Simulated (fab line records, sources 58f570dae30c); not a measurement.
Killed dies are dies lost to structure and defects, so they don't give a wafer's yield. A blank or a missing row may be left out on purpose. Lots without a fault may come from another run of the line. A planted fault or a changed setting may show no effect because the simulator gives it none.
One fault seen from 2 desks | flow berkeley_cmos170 | each desk has only its own numbers; what lay behind them comes last

THE TOOL OWNER'S DESK: rie_metal-03
The tool's own readings at UCB170_M3_METAL_ETCH_18 (etches Al in Cl2/BCl3, stops on SiO2, target depth 1170 nm, time 195 s): means of the sampled wafers that have a number, for each lot that ran on this tool. A lot is out of limits, marked OUT, if its mean lies more than 4 standard deviations from the usual mean; the brackets give that distance.
Columns: A = bcl3_flow_sccm at UCB170_M3_METAL_ETCH_18, usual 45.04 sccm; B = bias_w at UCB170_M3_METAL_ETCH_18, usual 120.0 W; C = drypump_motor_current_A at UCB170_M3_METAL_ETCH_18, usual 5.9 A; D = he_backside_leak_sccm at UCB170_M3_METAL_ETCH_18, usual 3.30 sccm; E = oes_product_au at UCB170_M3_METAL_ETCH_18, usual 0.860 a.u.; F = throttle_valve_pct at UCB170_M3_METAL_ETCH_18, usual 24.58 %
lot  | first seen here | A     | B                | C   | D    | E     | F
L217 | day 9 14:32     | 45.00 | 120.4            | 5.5 | 3.45 | 0.864 | 24.39
L218 | day 9 16:17     | 44.91 | 120.0            | 5.5 | 3.34 | 0.853 | 24.40
L225 | day 11 06:01    | 45.12 | 123.7 (+11) OUT  | 5.2 | 3.45 | 0.869 | 24.41
L223 | day 11 07:16    | 45.03 | 123.3 (+9.8) OUT | 5.5 | 3.37 | 0.866 | 24.39
This desk's finding: out of limits on L223, L225; first on L225, day 11 06:01 (bias_w at UCB170_M3_METAL_ETCH_18). In limits: L217, L218.

THE METROLOGY DESK
What the gauges read, lot by lot, whatever tool the lot ran on: means of the sampled wafers that have a number. A lot is out of limits, marked OUT, if its mean lies more than 4 standard deviations from the usual mean; the brackets give that distance.
Columns: A = V2_POLISHED_THK at UCB170_V2_THK_MEAS_04, usual 1000.2 nm; B = cd_nm at UCB170_M3_CD_MEAS_90, usual 699 nm
lot  | first seen here | A      | B
L215 | day 8 15:56     | 1000.5 | 697
L216 | day 9 06:14     | 1000.1 | 703
L217 | day 9 09:35     | 1001.0 | 697
L218 | day 9 09:58     | 1000.6 | 695
L219 | day 9 21:06     | 1000.2 | 706
L221 | day 10 03:17    | 1000.1 | 700
L224 | day 11 01:01    | 1000.3 | 699
L225 | day 11 01:19    | 1001.0 | 700
L223 | day 11 02:10    | 1000.2 | 694
L233 | day 12 07:16    | 1000.6 | 702
L234 | day 12 15:31    | 1000.8 | 702
L236 | day 13 15:10    | 999.8  | 700
L238 | day 13 15:46    | 999.6  | 701
L235 | day 13 15:47    | 998.8  | 703
This desk's finding: nothing out of limits on any of the 14 lots.

PUT TOGETHER
The tool owner's desk could have raised an alarm at day 11 06:01, on L223, L225.
The metrology desk saw nothing out of limits.
The metrology desk has L223, L225 on record, within its limits.
Of the lots named, all ran UCB170_M3_METAL_ETCH_18 on rie_metal-03.

WHAT THE SIMULATOR HAD PUT IN
Process parameter drift: rie_metal-03, from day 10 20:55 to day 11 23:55, at UCB170_M3_METAL_ETCH_18. Setting bias_w, moved by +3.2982, from 120. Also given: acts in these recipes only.
Lots struck among those shown: L223, L225.
Hours from the fault's start to each desk's first reading out of limits: the tool owner's desk, 9.
